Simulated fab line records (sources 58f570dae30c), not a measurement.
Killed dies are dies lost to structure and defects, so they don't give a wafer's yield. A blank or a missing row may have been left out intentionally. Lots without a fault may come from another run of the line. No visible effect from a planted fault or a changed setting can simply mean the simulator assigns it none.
Chamber matching || flow berkeley_cmos170 || UCB170_NWELL_ETCH_13 on rie_diel-01: 4 sister chambers
The step etches Si3N4 in CH3F/Ar/O2, stops on SiO2, target depth 246.4 nm, time 154 s. 4 wafers are shown with their chamber, then 7 later ones without.

== EACH WAFER AND ITS CHAMBER ==
{"wafer": "L876.1", "chamber": 2, "throttle_valve_pct (%)": 8.10}
{"wafer": "L876.2", "chamber": 3, "throttle_valve_pct (%)": 8.06}
{"wafer": "L879.1", "chamber": 0, "throttle_valve_pct (%)": 8.26}
{"wafer": "L879.2", "chamber": 1, "throttle_valve_pct (%)": 8.08}

== WAFERS MISSING THEIR CHAMBER ==
{"wafer": "L879.4", "throttle_valve_pct (%)": 8.08}
{"wafer": "L891.1", "throttle_valve_pct (%)": 8.05}
{"wafer": "L891.4", "throttle_valve_pct (%)": 8.26}
{"wafer": "L891.6", "throttle_valve_pct (%)": 8.26}
{"wafer": "L893.1", "throttle_valve_pct (%)": 8.26}
{"wafer": "L893.2", "throttle_valve_pct (%)": 8.10}
{"wafer": "L893.5", "throttle_valve_pct (%)": 8.06}

== EACH ONE'S CHAMBER ==
{"wafer": "L879.4", "from the rows above": 1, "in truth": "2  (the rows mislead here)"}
{"wafer": "L891.1", "from the rows above": 3, "in truth": 3}
{"wafer": "L891.4", "from the rows above": 0, "in truth": 0}
{"wafer": "L891.6", "from the rows above": 0, "in truth": 0}
{"wafer": "L893.1", "from the rows above": 0, "in truth": 0}
{"wafer": "L893.2", "from the rows above": 2, "in truth": 2}
{"wafer": "L893.5", "from the rows above": 3, "in truth": 3}
Correct placement for 6 of the 7. Can't be placed from these rows: 0. Placed wrongly: 1.
How it was worked out, from the rows above alone: a wafer's distance from a chamber is the root of the sum, over the readings, of the square of ((its reading less the chamber's mean) divided by the reading's scatter). If the next closest chamber is less than 2 further off than the closest, the wafer can't be placed; otherwise it belongs to the closest. The mean given for a chamber averages the wafers shown for that chamber. The scatter: with one shown wafer a chamber, the root of the mean of the squares of how far each hidden wafer lies from its nearest shown one.
